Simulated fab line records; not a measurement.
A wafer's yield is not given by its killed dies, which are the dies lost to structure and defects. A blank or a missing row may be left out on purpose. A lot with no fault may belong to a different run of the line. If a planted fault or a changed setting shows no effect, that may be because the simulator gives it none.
fab line records	flow rit_cmos
record lots=6	wafers=18	last_day=7
route steps=202 shown NSD@139 PSD@142 SDANNEAL@153 PLDD@159 NLDD@160 SILICIDE@161 CONTACT@168 M1@202
lots that met no fault: from a run of the same line without faults
start_h: hours from the record's opening day to when the first of the lot's shown wafers began	wait_h: hours from the lot's prior step to this one	" as in the row above	L1.1+2: several wafers, shown together as one row	- value missing, or start not given	* or withheld: withheld	< > ~ a bound
route shown NAME@n: NAME is a module with steps in the file, n the number in the route of the first one	usual: mean and standard deviation over wafers with no fault	same: alike in all rows	chamber/n: place in a boat	sites: each site's reading	_std_site: how widely they spread, as a standard deviation	_edge_site: the outer-site mean with the inner-site mean subtracted	radius_mm: for every site, how far away it sits from the centre of the wafer	mask NAME#n: copy n	behind: tool/chamber where the wafer was last shaped	hold: reason for holding the lot/hours on hold/outcome of the hold	device: names the non-switching transistor (n, p or np)	end of line: tests run on the same wafers once the route is complete	step lacking rows: just its recipe	killed: not the wafer's yield, but the dies lost to structure and defects at the first sort	map: dies across one wafer; x = killed, . = not, _ = none there
set.NAME: setting as actually run; set.NAME@STEP: the setting as run at that earlier step	model.NAME: the simulator's own value behind a step, which no gauge read
lots at selected steps of the route; one table per step, one row per wafer
services: from which hour (start_h, from the record's first day; less than 0 if before it) a tool's chamber was out of use, for how many hours, and why
## steps
# step RIT_NSD_IMPLANT_08
# recipe species=P	energy_kev=25	dose_cm2=1e+15	tilt_deg=7
# step RIT_NSD_STRIP_09
# recipe chemistry=O2	time_s=180	resist=NOVOLAK	platen_temp_c=withheld	power_w=500	pressure_mtorr=4000	o2_flow_sccm=4000
# step RIT_NSD_TW_MEAS_10
# usual NSD_TW=3106/27
lot.wafer	tool	chamber	start_h	wait_h	NSD_TW
L810.2	film_metro-03	-	63.70	0.1	3082
L810.3	"	-	"	"	3089
L810.5	"	-	"	"	3089
L819.4	film_metro-02	-	108.25	0.1	3112
L819.5	"	-	"	"	3105
L819.6	"	-	"	"	3136
L820.3	film_metro-03	-	112.67	0.1	3066
L820.4	"	-	"	"	3061
L820.5	"	-	"	"	3085
L821.4	film_metro-04	-	114.81	0.1	3132
L821.5	"	-	"	"	3125
L821.6	"	-	"	"	3123
L822.1	film_metro-03	-	122.27	0.1	3061
L822.2	"	-	"	"	3051
L822.3	"	-	"	"	3059
L827.1	film_metro-03	-	147.02	0.1	3045
L827.4	"	-	"	"	3078
L827.5	"	-	"	"	3080
# step RIT_PSD_HMDS_00
# recipe prime_time_s=60	prime_temp_c=141.1
# step RIT_PSD_COAT_01
# recipe resist=NOVOLAK	spin_rpm=3250	resist_thk_nm=1000
# step RIT_PSD_SOFTBAKE_02
# recipe resist=NOVOLAK	temp_c=90	time_s=60
# step RIT_PSD_EXPOSE_03
# recipe mask_id=M10	na=0.57	target_cd_nm=40900	dose_mj=250
# step RIT_PSD_PEB_04
# recipe resist=NOVOLAK	temp_c=withheld	time_s=withheld
# step RIT_PSD_DEVELOP_05
# recipe resist=NOVOLAK	develop_time_s=50	dev_temp_c=23
# step RIT_PSD_OVL_MEAS_06
# usual PSD_OVL=0.7/1.4
lot.wafer	tool	chamber	start_h	wait_h	PSD_OVL[nm]
L810.2	overlay-02	-	64.73	-	-0.6
L810.3	"	-	"	"	-0.7
L810.5	"	-	"	"	0.1
L819.4	overlay-01	-	109.15	-	-1.1
L819.5	"	-	"	"	0.0
L819.6	"	-	"	"	-1.2
L820.3	overlay-02	-	113.81	-	-1.2
L820.4	"	-	"	"	0.0
L820.5	"	-	"	"	1.1
L821.4	overlay-02	-	115.86	-	4.0
L821.5	"	-	"	"	4.2
L821.6	"	-	"	"	4.8
L822.1	overlay-01	-	123.30	-	-0.7
L822.2	"	-	"	"	-0.1
L822.3	"	-	"	"	0.4
L827.1	overlay-01	-	148.05	-	0.8
L827.4	"	-	"	"	0.7
L827.5	"	-	"	"	0.3
# step RIT_PSD_HARDBAKE_07
# recipe resist=NOVOLAK	temp_c=140	time_s=60
# step RIT_PSD_IMPLANT_08
# recipe species=BF2	energy_kev=27	dose_cm2=5e+15	tilt_deg=7
# step RIT_PSD_STRIP_09
# recipe chemistry=O2	time_s=180	resist=NOVOLAK	platen_temp_c=withheld	power_w=500	pressure_mtorr=4000	o2_flow_sccm=4000
# usual drypump_motor_current_A=5.6/0.34	rf_refl_power_W=6.2/0.95
lot.wafer	tool	chamber	start_h	wait_h	drypump_motor_current_A	rf_hours_counter_h	rf_refl_power_W
L810.2	plasma_asher-01	0	65.06	0.1	6.1	41	4.8
L810.3	"	1	"	"	5.6	-	5.8
L810.5	"	1	"	"	5.6	-	5.8
L819.4	plasma_asher-04	0	109.52	0.1	5.0	-	6.3
L819.5	"	0	"	"	5.0	-	6.2
L819.6	"	1	"	"	5.5	-	6.4
L820.3	plasma_asher-04	1	114.19	0.1	5.5	-	5.3
L820.4	"	0	"	"	5.0	-	6.1
L820.5	"	0	"	"	5.0	-	6.1
L821.4	plasma_asher-04	1	116.23	0.1	5.5	-	5.7
L821.5	"	1	"	"	5.5	-	5.8
L821.6	"	0	"	"	5.0	-	6.3
L822.1	plasma_asher-04	0	123.64	0.1	5.0	34	6.1
L822.2	"	1	"	"	5.5	34	5.9
L822.3	"	1	"	"	5.5	-	5.6
L827.1	plasma_asher-02	1	148.47	0.1	5.9	52	5.7
L827.4	"	0	"	"	5.8	-	8.3
L827.5	"	0	"	"	5.7	-	8.2
# step RIT_PSD_TW_MEAS_10
# usual PSD_TW=3406/29
lot.wafer	tool	chamber	start_h	wait_h	PSD_TW
L810.2	film_metro-04	-	65.25	0.1	3433
L810.3	"	-	"	"	3428
L810.5	"	-	"	"	3430
L819.4	film_metro-04	-	109.67	0.1	3433
L819.5	"	-	"	"	3427
L819.6	"	-	"	"	3440
L820.3	film_metro-03	-	114.33	0.1	3363
L820.4	"	-	"	"	3370
L820.5	"	-	"	"	3383
L821.4	film_metro-03	-	116.38	0.1	3367
L821.5	"	-	"	"	3386
L821.6	"	-	"	"	3353
L822.1	film_metro-03	-	123.81	0.1	3383
L822.2	"	-	"	"	3371
L822.3	"	-	"	"	3377
L827.1	film_metro-03	-	148.65	0.1	3372
L827.4	"	-	"	"	3374
L827.5	"	-	"	"	3382
# step RIT_SDANNEAL_CLEAN_00
# recipe chemistry=SC1	mix=3:3:50	time_s=600	temp_c=73.85
# step RIT_SDANNEAL_CLEAN_01
# recipe chemistry=dHF	dilution=50:1	time_s=30
# step RIT_SDANNEAL_CLEAN_02
# recipe chemistry=SC2	mix=3:3:50	time_s=600	temp_c=75	dry=n2_spin
# step RIT_SDANNEAL_RTA_03
# recipe temp_c=1050	time_s=5	idle_temp_c=600	ramp_up_c_per_s=342	ramp_down_c_per_s=171	cool_to_c=600	ambient=N2
# usual wafer_temp_C_max=1053.5/1.1
lot.wafer	tool	chamber	start_h	wait_h	wafer_temp_C_max
L810.2	rtp_anneal-01	0	65.71	0.0	1052.4
L810.3	"	0	"	"	1054.8
L810.5	"	0	"	"	1052.0
L819.4	rtp_anneal-02	0	110.10	0.0	1051.8
L819.5	"	0	"	"	1052.8
L819.6	"	0	"	"	1053.9
L820.3	rtp_anneal-01	0	114.82	0.0	1052.7
L820.4	"	0	"	"	1053.0
L820.5	"	0	"	"	1054.1
L821.4	rtp_anneal-02	0	116.80	0.0	1054.9
L821.5	"	0	"	"	1051.5
L821.6	"	0	"	"	1052.4
L822.1	rtp_anneal-02	0	124.24	0.0	1052.7
L822.2	"	0	"	"	1053.7
L822.3	"	0	"	"	1055.9
L827.1	rtp_anneal-02	0	149.28	0.0	1052.9
L827.4	"	0	"	"	1052.9
L827.5	"	0	"	"	1053.2
# step RIT_SDANNEAL_RS_MEAS_04
# recipe thk_meas_gauge=four-point-probe
# usual PSD_RS=115.9/0.33
lot.wafer	tool	chamber	start_h	wait_h	PSD_RS[ohm/sq]
L810.2	film_metro-03	-	65.78	0.1	115.7
L810.3	"	-	"	"	115.6
L810.5	"	-	"	"	115.8
L819.4	film_metro-03	-	110.19	0.1	116.4
L819.5	"	-	"	"	116.1
L819.6	"	-	"	"	116.7
L820.3	film_metro-03	-	114.90	0.1	115.8
L820.4	"	-	"	"	116.2
L820.5	"	-	"	"	116.3
L821.4	film_metro-04	-	116.89	0.1	115.9
L821.5	"	-	"	"	115.7
L821.6	"	-	"	"	115.7
L822.1	film_metro-04	-	124.30	0.0	115.7
L822.2	"	-	"	"	115.9
L822.3	"	-	"	"	115.4
L827.1	film_metro-03	-	149.34	0.0	116.3
L827.4	"	-	"	"	116.0
L827.5	"	-	"	"	116.0
# step RIT_SDANNEAL_RS_MEAS_05
# recipe thk_meas_gauge=four-point-probe
# usual NSD_RS=84.7/0.31
lot.wafer	tool	chamber	start_h	wait_h	NSD_RS[ohm/sq]
L810.2	film_metro-03	-	65.90	0.1	85.2
L810.3	"	-	"	"	84.9
L810.5	"	-	"	"	84.7
L819.4	film_metro-03	-	110.31	0.1	84.1
L819.5	"	-	"	"	84.3
L819.6	"	-	"	"	84.8
L820.3	film_metro-03	-	115.02	0.1	84.7
L820.4	"	-	"	"	84.8
L820.5	"	-	"	"	84.6
L821.4	film_metro-04	-	117.01	0.1	84.7
L821.5	"	-	"	"	84.5
L821.6	"	-	"	"	84.5
L822.1	film_metro-04	-	124.42	0.1	84.5
L822.2	"	-	"	"	84.4
L822.3	"	-	"	"	84.4
L827.1	film_metro-03	-	149.46	0.1	84.5
L827.4	"	-	"	"	84.7
L827.5	"	-	"	"	84.7
# step RIT_SDANNEAL_RS_MEAS_06
# recipe thk_meas_gauge=four-point-probe
# usual PLDD_RS=178.7/0.54
lot.wafer	tool	chamber	start_h	wait_h	PLDD_RS[ohm/sq]
L810.2	film_metro-03	-	66.02	0.1	178.2
L810.3	"	-	"	"	178.4
L810.5	"	-	"	"	178.5
L819.4	film_metro-03	-	110.43	0.1	179.8
L819.5	"	-	"	"	178.9
L819.6	"	-	"	"	179.6
L820.3	film_metro-03	-	115.14	0.1	178.8
L820.4	"	-	"	"	179.2
L820.5	"	-	"	"	179.4
L821.4	film_metro-04	-	117.13	0.1	177.7
L821.5	"	-	"	"	178.0
L821.6	"	-	"	"	178.4
L822.1	film_metro-04	-	124.54	0.1	177.9
L822.2	"	-	"	"	178.3
L822.3	"	-	"	"	178.3
L827.1	film_metro-03	-	149.58	0.1	179.2
L827.4	"	-	"	"	178.7
L827.5	"	-	"	"	179.3
# step RIT_SDANNEAL_RS_MEAS_07
# recipe thk_meas_gauge=four-point-probe
# usual NLDD_RS=152.1/0.54
lot.wafer	tool	chamber	start_h	wait_h	NLDD_RS[ohm/sq]
L810.2	film_metro-03	-	66.14	0.1	151.4
L810.3	"	-	"	"	152.4
L810.5	"	-	"	"	152.0
L819.4	film_metro-03	-	110.55	0.1	153.0
L819.5	"	-	"	"	152.2
L819.6	"	-	"	"	153.0
L820.3	film_metro-03	-	115.26	0.1	151.6
L820.4	"	-	"	"	151.9
L820.5	"	-	"	"	151.4
L821.4	film_metro-04	-	117.25	0.1	151.6
L821.5	"	-	"	"	152.1
L821.6	"	-	"	"	151.7
L822.1	film_metro-04	-	124.66	0.1	151.7
L822.2	"	-	"	"	151.8
L822.3	"	-	"	"	151.2
L827.1	film_metro-03	-	149.70	0.1	152.4
L827.4	"	-	"	"	152.3
L827.5	"	-	"	"	151.8
# step RIT_SILICIDE_WET_ETCH_00
# recipe chemistry=BOE	target=SiO2	target_depth_nm=14	time_s=15	dry=n2_spin	dilution=10:1	temp_c=21.5
# step RIT_SILICIDE_SPUTTER_01
# recipe material=Ti	target_thk_nm=30	power_w=350	chamber_pressure_pa=0.667	gas=Ar	time_s=240	substrate_temp_c=25
# step RIT_SILICIDE_RS_MEAS_02
# recipe thk_meas_gauge=four-point-probe	reads=Ti_of_SILICIDE_SPUTTER_01
# usual SILICIDE_TI_RS=47.6/0.66
lot.wafer	tool	chamber	start_h	wait_h	SILICIDE_TI_RS[ohm/sq]
L810.2	film_metro-01	-	66.42	0.1	47.6
L810.3	"	-	"	"	47.2
L810.5	"	-	"	"	47.4
L819.4	film_metro-01	-	110.83	0.1	48.0
L819.5	"	-	"	"	47.9
L819.6	"	-	"	"	48.1
L820.3	film_metro-01	-	115.54	0.1	48.1
L820.4	"	-	"	"	48.1
L820.5	"	-	"	"	48.4
L821.4	film_metro-02	-	117.54	0.1	47.6
L821.5	"	-	"	"	47.2
L821.6	"	-	"	"	47.5
L822.1	film_metro-03	-	124.94	0.1	46.9
L822.2	"	-	"	"	47.9
L822.3	"	-	"	"	47.3
L827.1	film_metro-02	-	149.99	0.1	47.3
L827.4	"	-	"	"	48.7
L827.5	"	-	"	"	47.4
# step RIT_SILICIDE_THK_MEAS_03
# recipe thk_meas_gauge=xrf	reads=Ti_of_SILICIDE_SPUTTER_01
# usual SILICIDE_TI_THK=30.2/0.35
lot.wafer	tool	chamber	start_h	wait_h	SILICIDE_TI_THK[nm]
L810.2	film_metro-01	-	66.53	0.1	30.2
L810.3	"	-	"	"	30.3
L810.5	"	-	"	"	30.2
L819.4	film_metro-01	-	110.92	0.1	30.0
L819.5	"	-	"	"	29.9
L819.6	"	-	"	"	29.8
L820.3	film_metro-01	-	115.64	0.1	30.0
L820.4	"	-	"	"	29.9
L820.5	"	-	"	"	29.9
L821.4	film_metro-02	-	117.63	0.1	30.4
L821.5	"	-	"	"	30.6
L821.6	"	-	"	"	30.6
L822.1	film_metro-03	-	125.06	0.1	30.6
L822.2	"	-	"	"	30.0
L822.3	"	-	"	"	30.4
L827.1	film_metro-02	-	150.11	0.1	30.3
L827.4	"	-	"	"	29.7
L827.5	"	-	"	"	30.3
# step RIT_SILICIDE_RTA_04
# recipe temp_c=650	time_s=10	idle_temp_c=25	ramp_up_s=5	ramp_down_s=5	cool_to_c=25	ambient=N2
# usual wafer_temp_C_max=653.1/1.5
lot.wafer	tool	chamber	start_h	wait_h	wafer_temp_C_max
L810.2	rtp_anneal-02	0	66.59	0.1	651.9
L810.3	"	0	"	"	652.2
L810.5	"	0	"	"	651.6
L819.4	rtp_anneal-01	0	110.98	0.1	655.1
L819.5	"	0	"	"	654.8
L819.6	"	0	"	"	655.5
L820.3	rtp_anneal-02	0	115.71	0.1	652.1
L820.4	"	0	"	"	652.9
L820.5	"	0	"	"	652.1
L821.4	rtp_anneal-01	0	117.69	0.1	656.5
L821.5	"	0	"	"	655.4
L821.6	"	0	"	"	655.7
L822.1	rtp_anneal-02	0	125.12	0.1	652.6
L822.2	"	0	"	"	651.7
L822.3	"	0	"	"	651.7
L827.1	rtp_anneal-02	0	150.17	0.1	651.0
L827.4	"	0	"	"	652.4
L827.5	"	0	"	"	651.8
# step RIT_SILICIDE_WET_ETCH_05
# recipe chemistry=SPM	target=Ti	temp_c=90	time_s=120	dry=n2_spin
# step RIT_SILICIDE_RTA_06
# recipe temp_c=750	time_s=10	idle_temp_c=25	ramp_up_s=5	ramp_down_s=10	cool_to_c=25	ambient=N2
# usual wafer_temp_C_max=753.5/1.8
lot.wafer	tool	chamber	start_h	wait_h	wafer_temp_C_max
L810.2	rtp_anneal-01	0	66.70	0.0	756.5
L810.3	"	0	"	"	755.4
L810.5	"	0	"	"	755.5
L819.4	rtp_anneal-02	0	111.11	0.0	752.3
L819.5	"	0	"	"	752.9
L819.6	"	0	"	"	752.8
L820.3	rtp_anneal-01	0	115.81	0.0	755.8
L820.4	"	0	"	"	756.6
L820.5	"	0	"	"	756.6
L821.4	rtp_anneal-02	0	117.80	0.0	752.4
L821.5	"	0	"	"	752.3
L821.6	"	0	"	"	752.9
L822.1	rtp_anneal-02	0	125.23	0.0	752.7
L822.2	"	0	"	"	752.6
L822.3	"	0	"	"	752.1
L827.1	rtp_anneal-02	0	150.27	0.0	752.5
L827.4	"	0	"	"	752.7
L827.5	"	0	"	"	752.4
# step RIT_CONTACT_CVD_00
# recipe material=SiO2	target_thk_nm=400	precursor=TEOS	temp_c=390	time_s=61	rf_w=400
# step RIT_CONTACT_THK_MEAS_01
# recipe reads=SiO2_of_CONTACT_CVD_00
# usual CONTACT_TEOS_THK=400/5.5
lot.wafer	tool	chamber	start_h	wait_h	CONTACT_TEOS_THK[nm]
L810.2	film_metro-04	-	66.82	0.0	403
L810.3	"	-	"	"	398
L810.5	"	-	"	"	408
L819.4	film_metro-04	-	111.23	0.0	402
L819.5	"	-	"	"	404
L819.6	"	-	"	"	410
L820.3	film_metro-04	-	115.93	0.0	401
L820.4	"	-	"	"	403
L820.5	"	-	"	"	402
L821.4	film_metro-04	-	117.91	0.0	399
L821.5	"	-	"	"	403
L821.6	"	-	"	"	404
L822.1	film_metro-02	-	125.37	0.1	403
L822.2	"	-	"	"	396
L822.3	"	-	"	"	410
L827.1	film_metro-04	-	150.39	0.0	393
L827.4	"	-	"	"	397
L827.5	"	-	"	"	405
# step RIT_CONTACT_HMDS_02
# recipe prime_time_s=60	prime_temp_c=140
# step RIT_CONTACT_COAT_03
# recipe resist=NOVOLAK	spin_rpm=3250	resist_thk_nm=1000
# step RIT_CONTACT_SOFTBAKE_04
# recipe resist=NOVOLAK	temp_c=90	time_s=60
# step RIT_CONTACT_EXPOSE_05
# recipe mask_id=M11	na=0.6	source_shape=conventional	sigma_outer=0.5	target_cd_nm=1000	dose_mj=247.5
# step RIT_CONTACT_PEB_06
# recipe resist=NOVOLAK	temp_c=withheld	time_s=withheld
# step RIT_CONTACT_DEVELOP_07
# recipe resist=NOVOLAK	develop_time_s=120	dev_temp_c=23
# step RIT_CONTACT_CD_MEAS_08
# recipe target_cd_nm=1000
# usual cd_nm=999.8/2.7
lot.wafer	tool	chamber	start_h	wait_h	cd_nm
L810.2	cd_sem-02	-	68.02	-	999.5
L810.3	"	-	"	"	1000.9
L810.5	"	-	"	"	1002.6
L819.4	cd_sem-01	-	112.28	-	997.1
L819.5	"	-	"	"	997.3
L819.6	"	-	"	"	999.7
L820.3	cd_sem-01	-	117.10	-	997.1
L820.4	"	-	"	"	996.0
L820.5	"	-	"	"	997.5
L821.4	cd_sem-01	-	118.97	-	998.7
L821.5	"	-	"	"	996.8
L821.6	"	-	"	"	996.8
L822.1	cd_sem-01	-	126.56	-	1003.8
L822.2	"	-	"	"	1003.2
L822.3	"	-	"	"	1002.4
L827.1	cd_sem-02	-	151.42	-	997.4
L827.4	"	-	"	"	994.7
L827.5	"	-	"	"	996.5
# step RIT_CONTACT_OVL_MEAS_09
# usual CONTACT_OVL=2.0/0.92
lot.wafer	tool	chamber	start_h	wait_h	CONTACT_OVL[nm]
L810.2	overlay-02	-	68.12	0.1	3.2
L810.3	"	-	"	"	0.9
L810.5	"	-	"	"	1.6
L819.4	overlay-01	-	112.36	0.1	1.3
L819.5	"	-	"	"	2.1
L819.6	"	-	"	"	0.6
L820.3	overlay-02	-	117.19	0.1	1.3
L820.4	"	-	"	"	0.7
L820.5	"	-	"	"	0.6
L821.4	overlay-01	-	119.05	0.1	2.9
L821.5	"	-	"	"	1.6
L821.6	"	-	"	"	3.0
L822.1	overlay-01	-	126.68	0.1	2.5
L822.2	"	-	"	"	2.4
L822.3	"	-	"	"	3.7
L827.1	overlay-01	-	151.54	0.1	2.1
L827.4	"	-	"	"	1.2
L827.5	"	-	"	"	1.0
# step RIT_CONTACT_HARDBAKE_10
# recipe resist=NOVOLAK	temp_c=140	time_s=60
# step RIT_CONTACT_ETCH_11
# recipe target_depth_a=4800	over_etch_frac=0.1858	stop_on=TiSi2	chemistry=CHF3/CF4/Ar	target=SiO2	CHF3_flow_sccm=50	cf4_flow_sccm=10	Ar_flow_sccm=100	O2_flow_sccm=5	pressure_mtorr=100	rf_w=200	time_s=320
# usual O2_flow_sccm=5.001/0.014	drypump_motor_current_A=5.8/0.32	oes_product_au=0.993/0.018	throttle_valve_pct=8.90/0.15
lot.wafer	tool	chamber	start_h	wait_h	O2_flow_sccm	drypump_motor_current_A	oes_product_au	rf_hours_counter_h	throttle_valve_pct
L810.2	rie_diel-04	2	68.30	0.1	4.997	6.3	0.977	120	8.94
L810.3	"	3	"	"	5.023	6.0	1.010	94	8.89
L810.5	"	0	"	"	5.003	5.9	0.961	-	8.65
L819.4	rie_diel-02	3	112.53	0.1	4.986	5.7	1.003	41	8.65
L819.5	"	3	"	"	4.973	5.7	0.993	-	8.65
L819.6	"	2	"	"	5.009	5.8	0.984	-	9.19
L820.3	rie_diel-04	3	117.37	0.1	5.012	6.0	1.012	96	8.88
L820.4	"	1	"	"	5.016	5.6	1.005	1	8.90
L820.5	"	2	"	"	5.002	6.2	0.976	-	8.92
L821.4	rie_diel-02	0	119.21	0.1	4.997	5.7	0.980	36	8.88
L821.5	"	0	"	"	4.994	5.7	0.976	-	8.90
L821.6	"	1	"	"	5.024	5.9	1.018	-	8.97
L822.1	rie_diel-03	1	126.86	0.1	5.008	5.9	0.977	111	9.03
L822.2	"	0	"	"	5.008	5.4	1.008	52	8.95
L822.3	"	3	"	"	5.014	4.8	1.021	66	8.93
L827.1	rie_diel-03	1	151.93	0.1	4.992	5.9	0.978	112	9.00
L827.4	"	3	"	"	5.009	4.8	1.012	67	8.93
L827.5	"	0	"	"	5.014	5.5	1.007	-	8.98
# step RIT_CONTACT_STRIP_12
# recipe chemistry=O2	time_s=180	resist=NOVOLAK	platen_temp_c=withheld	power_w=500	pressure_mtorr=4000	o2_flow_sccm=4000
# usual drypump_motor_current_A=5.6/0.34	rf_refl_power_W=6.7/1.3
lot.wafer	tool	chamber	start_h	wait_h	drypump_motor_current_A	rf_hours_counter_h	rf_refl_power_W
L810.2	plasma_asher-03	1	68.50	0.1	6.1	42	5.9
L810.3	"	0	"	"	5.7	-	10.1
L810.5	"	0	"	"	5.7	-	10.0
L819.4	plasma_asher-03	0	112.78	0.2	5.7	-	10.0
L819.5	"	1	"	"	6.0	-	6.2
L819.6	"	0	"	"	5.7	-	9.8
L820.3	plasma_asher-04	0	117.62	0.2	5.0	-	6.4
L820.4	"	1	"	"	5.5	-	5.7
L820.5	"	1	"	"	5.5	-	6.0
L821.4	plasma_asher-04	0	119.47	0.2	5.0	-	6.0
L821.5	"	1	"	"	5.6	-	5.7
L821.6	"	0	"	"	5.0	-	6.4
L822.1	plasma_asher-04	0	127.06	0.1	5.0	34	6.3
L822.2	"	1	"	"	5.5	34	6.3
L822.3	"	0	"	"	5.0	-	6.2
L827.1	plasma_asher-02	0	152.13	0.1	5.7	52	7.9
L827.4	"	0	"	"	5.7	-	8.0
L827.5	"	1	"	"	5.9	-	5.6
# step RIT_M1_PROBE_99
# usual killed_at_contacts=0.1/0.31	killed_at_front_end=8/3.1	killed_dies=8/3.2	killed_on_rim=2.1/1.6	killed_open=3.9/2.2	killed_short=3.8/2.1
# same gross_dies=264	killed_at_M0_to_M3=0	killed_at_M4_up=0	killed_at_back_side=0	killed_at_other=0
lot.wafer	tool	chamber	start_h	wait_h	killed_at_contacts	killed_at_front_end	killed_dies	killed_on_rim	killed_open	killed_short
L810.2	prober-02	-	73.47	0.1	0	7	7	2	4	3
L810.3	prober-02	-	73.52	0.2	1	10	11	2	7	4
L810.5	prober-02	-	73.62	0.2	0	10	10	3	5	5
L819.4	prober-01	-	117.67	0.2	0	9	9	4	4	5
L819.5	prober-01	-	117.72	0.2	0	6	6	1	1	5
L819.6	prober-01	-	117.77	0.2	0	6	6	2	3	3
L821.4	prober-01	-	124.39	0.2	0	25	25	9	1	1
L821.5	prober-01	-	124.44	0.2	0	33	33	10	7	5
L821.6	prober-01	-	124.49	0.2	0	6	6	1	4	2
L822.1	prober-02	-	132.02	0.1	0	13	13	3	6	7
L822.2	prober-02	-	132.07	0.1	0	27	27	8	3	5
L822.3	prober-02	-	132.12	0.2	0	32	32	10	8	5
L827.1	prober-01	-	156.98	0.1	0	3	3	2	1	2
L827.4	prober-01	-	157.13	0.2	0	9	9	4	5	4
L827.5	prober-01	-	157.18	0.2	0	12	12	3	2	10
# killed by level:class
L810.2 GATE:geometric_particle:open=2 FOX2:geometric_particle:short=1 REOX:geometric_particle:open=1 REOX:geometric_particle:short=1 SPACER:geometric_particle:open=1 SPACER:geometric_particle:short=1
L810.3 REOX:geometric_particle:open=2 SILICIDE:geometric_particle:open=2 FOX1:geometric_particle:short=1 GATE:geometric_particle:open=1 REOX:geometric_particle:short=1 SPACER:geometric_particle:open=1 SPACER:geometric_particle:short=1 SILICIDE:geometric_particle:short=1
L810.5 SPACER:geometric_particle:open=3 SPACER:geometric_particle:short=2 FOX1:geometric_particle:short=1 GATE:geometric_particle:short=1 GATE:geometric_particle:open=1 REOX:geometric_particle:open=1 REOX:geometric_particle:short=1
L819.4 GATE:geometric_particle:short=2 REOX:geometric_particle:short=2 SILICIDE:geometric_particle:open=2 FOX1:geometric_particle:open=1 FOX1:geometric_particle:short=1 GATE:geometric_particle:open=1
L819.5 GATE:geometric_particle:short=3 FOX1:geometric_particle:short=1 FOX2:geometric_particle:short=1 GATE:geometric_particle:open=1
L819.6 FOX1:geometric_particle:open=2 FOX1:geometric_particle:short=1 GATE:geometric_particle:short=1 SPACER:geometric_particle:open=1 SPACER:geometric_particle:short=1
L821.4 PSD:unspecified=23 GATE:geometric_particle:open=1 REOX:geometric_particle:short=1
L821.5 PSD:unspecified=21 REOX:geometric_particle:short=3 GATE:geometric_particle:open=2 REOX:geometric_particle:open=2 SILICIDE:geometric_particle:short=2 FOX1:geometric_particle:open=1 FOX2:geometric_particle:open=1 SILICIDE:geometric_particle:open=1
L821.6 GATE:geometric_particle:open=4 GATE:geometric_particle:short=1 SILICIDE:geometric_particle:short=1
L822.1 GATE:geometric_particle:short=4 FOX2:geometric_particle:short=3 FOX2:geometric_particle:open=3 SILICIDE:geometric_particle:open=2 GATE:geometric_particle:open=1
L822.2 PSD:unspecified=19 GATE:geometric_particle:short=4 FOX1:geometric_particle:open=1 GATE:geometric_particle:open=1 REOX:geometric_particle:open=1 SILICIDE:geometric_particle:short=1
L822.3 PSD:unspecified=19 FOX2:geometric_particle:open=3 GATE:geometric_particle:open=2 GATE:geometric_particle:short=2 FOX1:geometric_particle:open=1 SPACER:geometric_particle:short=1 REOX:geometric_particle:short=1 REOX:geometric_particle:open=1
L827.1 FOX1:geometric_particle:open=1 FOX1:geometric_particle:short=1 SPACER:geometric_particle:short=1
L827.4 GATE:geometric_particle:open=3 SPACER:geometric_particle:short=2 FOX1:geometric_particle:open=1 FOX1:geometric_particle:short=1 GATE:geometric_particle:short=1 SPACER:geometric_particle:open=1
L827.5 GATE:geometric_particle:short=6 FOX1:geometric_particle:short=2 FOX2:geometric_particle:short=1 FOX2:geometric_particle:open=1 GATE:geometric_particle:open=1 SPACER:geometric_particle:short=1
# map L821.5 (x killed, . not)
________......._______
_____...........x.____
____...............___
___..........x....x.__
__..................x_
__.........x..x...xxx_
_...x...........xxxxxx
_..x.............xxxxx
_.................xxxx
_..xx.............xxx.
__..................._
__x.....x............_
___.................__
____...............___
_____.............____
________......._______
# map L822.3 (x killed, . not)
________......._______
_____.............____
____......xx.......___
___.................__
__...x.........x....x_
__..x.............xxx_
_.................xxxx
_.......x........xxxxx
_......x......x..xxxxx
_...................xx
__..................._
__.x................._
___..........x......__
____.............x.___
_____......x......____
________......._______
## services
tool	chamber	start_h	hours	kind
rtp_anneal-01	-	42.32	9.4	pm
rie_diel-04	1	43.79	6.4	repair
rie_diel-03	0	48.54	3.1	repair
rie_diel-04	1	54.57	-	clean
rie_diel-04	1	54.57	21.7	scheduled_down
rie_diel-04	1	54.57	21.7	vent_cycle
plasma_asher-01	-	55.06	1.2	repair
plasma_asher-02	-	72.75	2.8	pm
rie_diel-03	0	83.63	2.8	repair
rie_diel-04	1	89.53	1.7	repair
rie_diel-04	-	91.82	2.8	pm
rie_diel-04	0	99.78	12.5	repair
plasma_asher-01	-	108.90	9.0	pm
plasma_asher-01	0	108.90	9.0	vent_cycle
plasma_asher-01	1	108.90	9.0	vent_cycle
plasma_asher-01	0	117.90	-	clean
plasma_asher-01	1	117.90	-	clean
plasma_asher-04	-	132.08	5.2	repair
## key
first_sign step=RIT_M1_PROBE_99	reading=killed_at_front_end	direction=up	sigmas=6.9	usual=8	struck=29
effect step=RIT_M1_PROBE_99	reading=killed_dies	direction=up	sigmas=6.8	usual=8	struck=29
met_at RIT_PSD_STRIP_09
struck_wafers L821.4,L821.5,L822.2,L822.3
tester_left_out L821,L822
onset_between 114.19 116.23
fault kind=chamber_particle_source	tool=plasma_asher-04	chamber=1	onset_h=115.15	steps=RIT_PSD_STRIP_09	rate_per_visit_cm2=0.66596	end_h=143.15
# tester_left_out: of these lots the tester's yield and bins aren't shown, on N5 and GAA mostly nor the transistor test; their killed dies are dies lost to structure and defects alone, not to doping, threshold or leakage, so they don't give the yield
